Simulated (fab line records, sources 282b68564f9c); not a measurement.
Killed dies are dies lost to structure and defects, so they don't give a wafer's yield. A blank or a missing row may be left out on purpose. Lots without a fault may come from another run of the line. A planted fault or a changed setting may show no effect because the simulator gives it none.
One fault seen from 2 desks | flow rit_cmos | each desk has only its own numbers; what lay behind them comes last

THE TOOL OWNER'S DESK: implanter-03
The tool's own readings at RIT_NRETRO_IMPLANT_08: means of the sampled wafers that have a number, for each lot that ran on this tool. A lot is out of limits, marked OUT, if its mean lies more than 4 standard deviations from the usual mean; the brackets give that distance.
Columns: A = dose_ions_cm2 at RIT_NRETRO_IMPLANT_08, usual 1e+13; B = faraday_current_uA at RIT_NRETRO_IMPLANT_08, usual 31.7
lot  | first seen here | A                       | B
L648 | day 2 16:41     | 1e+13                   | 31.3
L657 | day 4 12:11     | 8e+12 (-99 or more) OUT | 26.4 (-8.0) OUT
L658 | day 4 17:28     | 8e+12 (-99 or more) OUT | 26.4 (-8.0) OUT
This desk's finding: out of limits on L657, L658; first on L657, day 4 12:11 (dose_ions_cm2 at RIT_NRETRO_IMPLANT_08). In limits: L648.

THE METROLOGY DESK
What the gauges read, lot by lot, whatever tool the lot ran on: means of the sampled wafers that have a number. A lot is out of limits, marked OUT, if its mean lies more than 4 standard deviations from the usual mean; the brackets give that distance.
Columns: A = INCOMING_BOW at RIT_ACTIVE_BOW_MEAS_00, usual 0 um; B = cd_nm at RIT_ACTIVE_CD_MEAS_90, usual 1401.2 nm; C = NRETRO_TW at RIT_NRETRO_TW_MEAS_10, usual 1035
lot  | first seen here | A  | B      | C
L646 | day 1 10:00     | 6  | 1401.4 | 1047
L647 | day 1 15:01     | -1 | 1401.7 | 1033
L648 | day 1 20:00     | 2  | 1402.3 | 1048
L649 | day 2 01:01     | 1  | 1402.3 | 1045
L650 | day 2 06:01     | 3  | 1403.5 | 1050
L651 | day 2 11:02     | -2 | 1398.6 | 1033
L657 | day 3 17:01     | 4  | 1401.5 | 990 (-4.1) OUT
L658 | day 3 22:01     | -4 | 1399.9 | 987 (-4.3) OUT
L659 | day 4 03:01     | -1 | 1402.7 | 1022
L662 | day 4 18:00     | 2  | 1404.5 | 1023
L664 | day 5 04:02     | 6  | 1402.8 | 1029
L666 | day 5 14:00     | -1 | 1399.9 | 1024
L667 | day 5 19:01     | -3 | 1401.1 | 1033
L669 | day 6 05:01     | 3  | 1398.9 | 1029
This desk's finding: out of limits on L657, L658; first on L657, day 4 12:29 (NRETRO_TW at RIT_NRETRO_TW_MEAS_10). In limits: L646, L647, L648, L649, L650, L651, L659, L662, L664, L666, L667, L669.

PUT TOGETHER
The tool owner's desk could have raised an alarm at day 4 12:11, on L657, L658.
The metrology desk could have raised an alarm at day 4 12:29, on L657, L658.
Of the lots named, all ran RIT_NRETRO_IMPLANT_08 on implanter-03.

WHAT THE SIMULATOR HAD PUT IN
Process parameter drift: implanter-03, from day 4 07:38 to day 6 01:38, at RIT_NRETRO_IMPLANT_08. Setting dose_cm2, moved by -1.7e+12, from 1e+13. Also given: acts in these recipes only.
Lots struck among those shown: L657, L658.
Hours from the fault's start to each desk's first reading out of limits: the tool owner's desk, 5; the metrology desk, 5.
